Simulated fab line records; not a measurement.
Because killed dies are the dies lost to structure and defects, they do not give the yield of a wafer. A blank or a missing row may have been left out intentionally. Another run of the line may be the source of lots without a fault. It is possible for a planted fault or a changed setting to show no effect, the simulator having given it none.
Which tool did it? | flow berkeley cmos170 | 42 wafers from 14 lots sampled at 6 of the route's 331 steps

== WHAT THE GAUGES READ, wafer by wafer ==
UCB170_START_THK_MEAS_03.
lot  | measured    | on            | START_OXIDE_THK (nm)
L580 | day 1 19:25 | film metro-03 | 18.5 18.2 18.4
L582 | day 2 04:50 | film metro-03 | 19.0 18.8 18.9
L584 | day 2 16:27 | film metro-01 | 19.0 19.1 18.9
L585 | day 2 21:59 | film metro-02 | 19.0 18.6 18.5
L586 | day 3 00:49 | film metro-03 | 19.9 19.4 19.7
L587 | day 3 07:15 | film metro-02 | 18.9 18.9 18.8
L588 | day 3 11:56 | film metro-02 | 19.3 19.2 19.0
L590 | day 3 20:12 | film metro-01 | 18.9 18.9 19.1
L591 | day 4 03:34 | film metro-01 | 19.7 19.6 19.5
L592 | day 4 08:12 | film metro-01 | 18.7 19.2 19.2
L593 | day 4 12:19 | film metro-02 | 18.8 18.9 18.4
L594 | day 4 17:58 | film metro-01 | 19.0 18.6 18.8
L595 | day 4 22:05 | film metro-03 | 18.7 19.0 18.5
L602 | day 6 09:00 | film metro-01 | 19.6 19.3 19.4

UCB170_SDANNEAL_RS_MEAS_02: a four-point-probe measurement.
lot  | measured     | on            | PSD_RS (ohm/sq)
L580 | day 7 11:02  | film metro-01 | 75.7 75.6 75.8
L582 | day 8 04:23  | film metro-03 | 75.1 75.1 75.3
L584 | day 8 04:37  | film metro-02 | 76.0 75.9 76.4
L585 | day 8 11:19  | film metro-02 | 75.7 75.5 75.4
L586 | day 8 11:43  | film metro-03 | 75.3 75.4 75.2
L587 | day 8 21:02  | film metro-02 | 75.5 75.5 75.7
L588 | day 8 20:37  | film metro-01 | 75.9 76.1 75.8
L590 | day 9 11:14  | film metro-01 | 75.0 75.2 75.0
L591 | day 9 10:28  | film metro-03 | 75.7 75.4 75.9
L592 | day 9 10:52  | film metro-02 | 75.7 75.4 75.9
L593 | day 10 03:23 | film metro-02 | 75.3 75.5 75.6
L594 | day 10 02:58 | film metro-01 | 75.7 75.5 75.5
L595 | day 10 03:29 | film metro-01 | 75.9 76.2 75.9
L602 | day 11 13:09 | film metro-03 | 75.5 75.4 75.7

UCB170_M3_RS_MEAS_02: a four-point-probe measurement.
lot  | measured     | on            | M3_AL_RS (ohm/sq)
L580 | day 8 11:59  | film metro-02 | 0.0326 0.0323 0.0325
L582 | day 9 06:33  | film metro-02 | 0.0325 0.0325 0.0326
L584 | day 9 03:29  | film metro-02 | 0.0322 0.0323 0.0323
L585 | day 9 09:37  | film metro-02 | 0.0322 0.0321 0.0321
L586 | day 9 13:28  | film metro-02 | 0.0327 0.0329 0.0328
L587 | day 9 21:36  | film metro-03 | 0.0320 0.0317 0.0315
L588 | day 9 21:48  | film metro-02 | 0.0316 0.0315 0.0318
L590 | day 10 11:31 | film metro-03 | 0.0329 0.0328 0.0329
L591 | day 10 08:16 | film metro-03 | 0.0325 0.0323 0.0322
L592 | day 10 11:28 | film metro-01 | 0.0320 0.0321 0.0319
L593 | day 11 02:35 | film metro-03 | 0.0297 0.0295 0.0294
L594 | day 11 03:04 | film metro-03 | 0.0298 0.0298 0.0299
L595 | day 11 03:22 | film metro-01 | 0.0325 0.0326 0.0328
L602 | day 12 11:02 | film metro-02 | 0.0318 0.0319 0.0316

UCB170_M3_THK_MEAS_03: measures by xrf.
lot  | measured     | on            | M3_AL_THK (nm)
L580 | day 8 12:05  | film metro-02 | 902 910 910
L582 | day 9 06:40  | film metro-02 | 901 902 900
L584 | day 9 03:35  | film metro-02 | 910 905 912
L585 | day 9 09:44  | film metro-02 | 904 920 916
L586 | day 9 13:35  | film metro-02 | 896 892 897
L587 | day 9 21:42  | film metro-03 | 906 922 922
L588 | day 9 21:55  | film metro-02 | 933 934 923
L590 | day 10 11:37 | film metro-03 | 886 887 887
L591 | day 10 08:22 | film metro-03 | 896 901 903
L592 | day 10 11:34 | film metro-01 | 918 912 912
L593 | day 11 02:41 | film metro-03 | 977 984 988
L594 | day 11 03:11 | film metro-03 | 976 979 970
L595 | day 11 03:28 | film metro-01 | 903 903 897
L602 | day 12 11:10 | film metro-02 | 921 920 926

== WHICH TOOL RAN EACH LOT (tool, then ch and the chambers of the sampled wafers, then the start) ==
lot  | UCB170_PVT_STRIP_08                 | UCB170_M3_SPUTTER_01
L580 | plasma asher-03 ch 0,1, day 6 05:55 | pvd sputter-04, day 8 11:53
L582 | plasma asher-04 ch 0, day 6 15:20   | pvd sputter-03, day 9 06:28
L584 | plasma asher-01 ch 0,1, day 6 15:07 | pvd sputter-04, day 9 03:23
L585 | plasma asher-04 ch 1, day 7 06:38   | pvd sputter-02, day 9 09:31
L586 | plasma asher-03 ch 0,1, day 7 06:22 | pvd sputter-04, day 9 13:23
L587 | plasma asher-01 ch 0,1, day 7 16:28 | pvd sputter-03, day 9 21:29
L588 | plasma asher-03 ch 0,1, day 7 16:37 | pvd sputter-02, day 9 21:43
L590 | plasma asher-04 ch 0,1, day 8 04:38 | pvd sputter-04, day 10 11:25
L591 | plasma asher-03 ch 0,1, day 8 06:47 | pvd sputter-02, day 10 08:10
L592 | plasma asher-01 ch 0,1, day 8 07:31 | pvd sputter-02, day 10 11:20
L593 | plasma asher-03 ch 0,1, day 8 22:49 | pvd sputter-02, day 11 02:23
L594 | plasma asher-04 ch 0,1, day 8 22:30 | pvd sputter-02, day 11 02:58
L595 | plasma asher-04 ch 0,1, day 8 22:16 | pvd sputter-04, day 11 03:15
L602 | plasma asher-01 ch 1, day 10 09:45  | pvd sputter-03, day 12 10:57
- UCB170_PVT_STRIP_08: strips in O2.
- UCB170_M3_SPUTTER_01: material Al, target thk 900 nm, time 120 s.

== AS READ BY THE TOOLS THEMSELVES (means over the sampled wafers that have a number; for cases with no such wafer, the mark the record gives instead) ==
UCB170_PVT_STRIP_08.
lot  | tool            | drypump motor current A (A) | oes product au (a.u.) | strip time to endpoint s (s)
L580 | plasma asher-03 | 6.0                         | 0.730                 | 21.65
L582 | plasma asher-04 | 4.6                         | 0.733                 | 21.71
L584 | plasma asher-01 | 5.8                         | 0.738                 | 21.65
L585 | plasma asher-04 | 5.3                         | 0.734                 | 21.67
L586 | plasma asher-03 | 5.9                         | 0.736                 | 21.69
L587 | plasma asher-01 | 6.0                         | 0.734                 | 21.68
L588 | plasma asher-03 | 5.8                         | 0.738                 | 21.59
L590 | plasma asher-04 | 4.8                         | 0.732                 | 21.68
L591 | plasma asher-03 | 5.9                         | 0.740                 | 21.58
L592 | plasma asher-01 | 5.8                         | 0.733                 | 21.59
L593 | plasma asher-03 | 5.9                         | 0.729                 | 21.61
L594 | plasma asher-04 | 5.0                         | 0.732                 | 21.58
L595 | plasma asher-04 | 5.1                         | 0.736                 | 21.66
L602 | plasma asher-01 | 6.1                         | 0.734                 | 21.58

UCB170_M3_SPUTTER_01.
lot  | tool           | cathode dc power W (W) | throttle valve pct (%)
L580 | pvd sputter-04 | 6000.1                 | 29.4
L582 | pvd sputter-03 | 6001.5                 | 29.9
L584 | pvd sputter-04 | 5999.9                 | 30.2
L585 | pvd sputter-02 | 6000.2                 | 31.0
L586 | pvd sputter-04 | 6001.2                 | 30.8
L587 | pvd sputter-03 | 6000.8                 | 29.5
L588 | pvd sputter-02 | 5998.1                 | 30.5
L590 | pvd sputter-04 | 5999.6                 | 30.7
L591 | pvd sputter-02 | 6000.3                 | 30.1
L592 | pvd sputter-02 | 6000.8                 | 30.7
L593 | pvd sputter-02 | 6496.9                 | 30.1
L594 | pvd sputter-02 | 6496.8                 | 30.4
L595 | pvd sputter-04 | 6000.5                 | 29.4
L602 | pvd sputter-03 | 5999.8                 | 30.2

== THE ANSWER, worked out from the rows above alone ==
Rule: what is usual is taken from the lots themselves. Put in order of their means at a reading, lots are off if they are a third of the lots or fewer, leave a main group of 4 or more, and stand apart from it by a gap of 3 or more times the standard deviation of the main group's means; of several such gaps the widest counts. The tables above print the reading to a certain number of digits; a main group whose means all agree to those digits is not used. Also off: a lot with no number at a reading for which 4 or more lots have one. Any other lot the step has rows for is counted as sound. First the gauges in route order, then the tools' own readings, where a lot's mean is used as printed above. At the first step where some lot is off, the reading lying furthest off is the one used; lots without a number count as furthest.
Off: L593, L594, at UCB170_M3_RS_MEAS_02 (M3_AL_RS). The main group: mean 0.0323 ohm/sq, standard deviation 0.0004.
A tool fits if, at a process step before that reading, it ran every lot that is off, and no sound lot after the first of them. Not tried: the gauges at UCB170_M3_RS_MEAS_02; whatever is off there is also off at UCB170_M3_SPUTTER_01, on other tools, and gauge error can't account for it. One fits: pvd sputter-02 at UCB170_M3_SPUTTER_01. Its last sound lot is L592 (day 10 11:20), its first lot that is off L593 (day 11 02:23): a fault that began between those two fits.
On the lots that are off, the tool's own readings at UCB170_M3_SPUTTER_01 differ by more than 5 times the standard deviation of the sound lots' means, which bears it out; cathode dc power W reads 6496.9 W there versus 6000.2 W on the sound lots.

== WHAT THE SIMULATOR HAD PUT IN ==
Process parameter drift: pvd sputter-02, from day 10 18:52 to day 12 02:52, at UCB170_M3_SPUTTER_01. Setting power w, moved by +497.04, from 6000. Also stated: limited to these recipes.
Lots struck among those shown: L593, L594. The rule above reached the same finding.
